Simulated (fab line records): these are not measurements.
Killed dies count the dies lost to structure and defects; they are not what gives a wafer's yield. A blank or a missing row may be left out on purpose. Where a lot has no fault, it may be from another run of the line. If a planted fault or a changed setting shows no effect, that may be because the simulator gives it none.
Chamber matching || flow berkeleyCmos170 || UCB170_PWELL_ETCH_14 on rieDiel-01 has 4 sister chambers
The step etches Si3N4 in CH3F/Ar/O2, stops on SiO2, target depth 242 nm, time 151 s. 8 wafers are shown with their chamber, then 7 later ones without.

EACH WAFER AND ITS CHAMBER
{"wafer": "L293.3", "chamber": 3, "drypumpMotorCurrentA (A)": 5.8, "throttleValvePct (%)": 7.83}
{"wafer": "L293.6", "chamber": 1, "drypumpMotorCurrentA (A)": 5.4, "throttleValvePct (%)": 8.01}
{"wafer": "L295.4", "chamber": 1, "drypumpMotorCurrentA (A)": 5.4, "throttleValvePct (%)": 8.01}
{"wafer": "L295.6", "chamber": 3, "drypumpMotorCurrentA (A)": 5.8, "throttleValvePct (%)": 7.83}
{"wafer": "L303.3", "chamber": 2, "drypumpMotorCurrentA (A)": 6.5, "throttleValvePct (%)": 7.81}
{"wafer": "L303.4", "chamber": 0, "drypumpMotorCurrentA (A)": 5.5, "throttleValvePct (%)": 8.02}
{"wafer": "L305.3", "chamber": 2, "drypumpMotorCurrentA (A)": 6.5, "throttleValvePct (%)": 7.79}
{"wafer": "L305.5", "chamber": 0, "drypumpMotorCurrentA (A)": 5.4, "throttleValvePct (%)": 8.02}

WAFERS WITHOUT THEIR CHAMBER
{"wafer": "L305.6", "drypumpMotorCurrentA (A)": 5.8, "throttleValvePct (%)": 7.83}
{"wafer": "L306.2", "drypumpMotorCurrentA (A)": 5.4, "throttleValvePct (%)": 8.01}
{"wafer": "L306.4", "drypumpMotorCurrentA (A)": 5.5, "throttleValvePct (%)": 8.00}
{"wafer": "L306.6", "drypumpMotorCurrentA (A)": 5.4, "throttleValvePct (%)": 8.01}
{"wafer": "L313.2", "drypumpMotorCurrentA (A)": 5.4, "throttleValvePct (%)": 8.02}
{"wafer": "L313.5", "drypumpMotorCurrentA (A)": 5.4, "throttleValvePct (%)": 8.02}
{"wafer": "L313.6", "drypumpMotorCurrentA (A)": 5.4, "throttleValvePct (%)": 8.02}

WHICH CHAMBER EACH WENT THROUGH
{"wafer": "L305.6", "from the rows above": 3, "in truth": 3}
{"wafer": "L306.2", "from the rows above": 1, "in truth": 1}
{"wafer": "L306.4", "from the rows above": "can't be placed: 0 or 1", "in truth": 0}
{"wafer": "L306.6", "from the rows above": 1, "in truth": 1}
{"wafer": "L313.2", "from the rows above": "can't be placed: 0 or 1", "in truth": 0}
{"wafer": "L313.5", "from the rows above": "can't be placed: 0 or 1", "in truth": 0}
{"wafer": "L313.6", "from the rows above": "can't be placed: 0 or 1", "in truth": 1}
Correctly placed: 3 of 7. Can't be placed from these rows: 4 (the true chamber is among the candidates in 4). Placed wrongly: 0.
How it was worked out, from the rows above alone: a wafer's distance from a chamber is the root of the sum, over the readings, of the square of ((its reading less the chamber's mean) divided by the reading's scatter). The wafer belongs to the nearest chamber; if the next one is less than 2 further off, it can't be placed. For every chamber, the mean is computed from those of its wafers that are shown. The scatter is the square root of a quotient: the sum, over the shown wafers, of each reading's squared deviation from its chamber's mean, divided by wafers minus chambers.
